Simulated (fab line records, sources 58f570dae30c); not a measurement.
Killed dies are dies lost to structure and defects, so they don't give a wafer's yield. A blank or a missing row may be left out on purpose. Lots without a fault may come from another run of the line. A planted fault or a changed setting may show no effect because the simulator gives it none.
Which tool did it? | flow berkeley_cmos170 | 7 lots, 21 wafers sampled, at 3 steps of a route of 331

WHAT THE GAUGES READ, wafer by wafer
UCB170_SILICIDE_RS_MEAS_02: measures by four-point-probe.
lot  | measured     | on            | SILICIDE_TI_RS (ohm/sq)
L237 | day 7 05:47  | film_metro-02 | 26.0 26.2 26.2
L238 | day 7 06:28  | film_metro-03 | 26.5 26.8 26.8
L245 | day 8 22:53  | film_metro-02 | 26.4 26.4 26.1
L248 | day 10 01:43 | film_metro-01 | 21.5 21.3 21.7
L252 | day 10 03:11 | film_metro-02 | 26.2 26.2 26.2
L256 | day 10 14:51 | film_metro-03 | 26.4 26.4 26.5
L259 | day 12 01:54 | film_metro-03 | 26.4 26.1 25.9

WHICH TOOL RAN EACH LOT (tool, then ch and the chambers of the sampled wafers, then the start)
lot  | UCB170_ACTIVE_STRIP_16              | UCB170_SILICIDE_SPUTTER_01
L237 | plasma_asher-02 ch 0,1, day 4 09:22 | pvd_sputter-03, day 7 05:42
L238 | plasma_asher-03 ch 0,1, day 4 14:52 | pvd_sputter-01, day 7 06:26
L245 | plasma_asher-01 ch 0,1, day 6 02:58 | pvd_sputter-01, day 8 22:49
L248 | plasma_asher-03 ch 0,1, day 6 23:36 | pvd_sputter-04, day 10 01:41
L252 | plasma_asher-01 ch 0,1, day 7 16:09 | pvd_sputter-01, day 10 03:08
L256 | plasma_asher-03 ch 0,1, day 8 02:41 | pvd_sputter-03, day 10 14:48
L259 | plasma_asher-03 ch 0,1, day 9 08:33 | pvd_sputter-03, day 12 01:50
- UCB170_ACTIVE_STRIP_16: strips in O2.
- UCB170_SILICIDE_SPUTTER_01: material Ti, target thk 30 nm, time 25 s.

THE ANSWER, worked out from the rows above alone
Rule: what is usual is taken from the lots themselves. Put in order of their means at a reading, lots are off if they are a third of the lots or fewer, leave a main group of 4 or more, and stand apart from it by a gap of 3 or more times the standard deviation of the main group's means; of several such gaps the widest counts. A main group whose means are all the same, to the digits that the tables above print for the reading, isn't used. A lot without any number at a reading at which 4 lots or more have one is off too. The other lots that the step has rows for count as sound.
Off: L248, at UCB170_SILICIDE_RS_MEAS_02 (SILICIDE_TI_RS). The main group: mean 26.3 ohm/sq, standard deviation 0.2.
A tool fits if, at a process step before that reading, it ran every lot that is off, and no sound lot after the first of them. The gauges at UCB170_SILICIDE_RS_MEAS_02 are tried like those tools. Can't be told from this: 2 tools fit, pvd_sputter-04 at UCB170_SILICIDE_SPUTTER_01, film_metro-01 at UCB170_SILICIDE_RS_MEAS_02.

WHAT THE SIMULATOR HAD PUT IN
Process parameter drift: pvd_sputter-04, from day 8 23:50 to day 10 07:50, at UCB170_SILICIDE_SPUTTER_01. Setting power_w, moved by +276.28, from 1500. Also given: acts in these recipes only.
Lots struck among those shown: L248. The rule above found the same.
